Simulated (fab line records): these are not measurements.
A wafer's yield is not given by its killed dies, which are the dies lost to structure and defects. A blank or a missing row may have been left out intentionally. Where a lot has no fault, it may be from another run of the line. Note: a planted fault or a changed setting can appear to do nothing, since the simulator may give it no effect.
Which of the tools did it? + flow berkeley cmos170 + 21 wafers from 7 lots sampled at 2 of the route's 331 steps

WHAT THE GAUGES SHOWED, per wafer
UCB170_M2_CD_MEAS_90: target cd 700 nm.
| lot  | measured     | on        | cd nm (nm)  |
|------|--------------|-----------|-------------|
| L642 | day 9 00:24  | cd sem-02 | 707 707 707 |
| L645 | day 9 10:52  | cd sem-01 | 700 703 702 |
| L646 | day 10 00:19 | cd sem-01 | 694 693 691 |
| L656 | day 11 21:19 | cd sem-02 | 701 703 700 |
| L657 | day 12 13:11 | cd sem-01 | 703 696 702 |
| L660 | day 13 06:58 | cd sem-01 | 701 703 701 |
| L662 | day 14 00:26 | cd sem-01 | 704 698 708 |

WHICH TOOL RAN EACH LOT (tool, then ch and the chambers of the sampled wafers, then the start)
| lot  | UCB170_PLDD_STRIP_10                 |
|------|--------------------------------------|
| L642 | plasma asher-03 ch 0,1, day 7 16:45  |
| L645 | plasma asher-03 ch 0,1, day 8 04:19  |
| L646 | plasma asher-03 ch 0,1, day 8 18:31  |
| L656 | plasma asher-04 ch 0,1, day 10 13:46 |
| L657 | plasma asher-04 ch 0,1, day 11 05:10 |
| L660 | plasma asher-01 ch 0,1, day 12 01:08 |
| L662 | plasma asher-01 ch 0,1, day 12 17:14 |
- UCB170_PLDD_STRIP_10: strips in O2.

THE ANSWER, worked out from the rows above alone
Rule: the usual values come from the lots themselves. The widest of any qualifying gaps counts: lots, ordered by their means at a reading, are off when they make up no more than a third of the lots, leave a main group of 4 or more, and stand apart from it by 3 or more times the standard deviation of that group's means. If all means in a main group match to the digits the tables above print for the reading, that group is not used. A lot without any number at a reading at which 4 lots or more have one is off too. All remaining lots with rows at the step are treated as sound.
Off, at UCB170_M2_CD_MEAS_90 on cd nm: L646. Mean 703 nm and standard deviation 2.2 in the main group.
A tool fits if, at a process step before that reading, it ran every lot that is off, and no sound lot after the first of them. The gauges at UCB170_M2_CD_MEAS_90 are tried like those tools. One candidate fits, namely plasma asher-03 at UCB170_PLDD_STRIP_10. Its last sound lot is L645 (day 8 04:19), its first lot that is off L646 (day 8 18:31): a fault that began between those two fits.

WHAT THE SIMULATOR PUT IN
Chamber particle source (plasma asher-03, UCB170_PLDD_STRIP_10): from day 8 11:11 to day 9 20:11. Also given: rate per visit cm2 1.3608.
Shown lots that were struck: L646. The rule above reached the same finding.
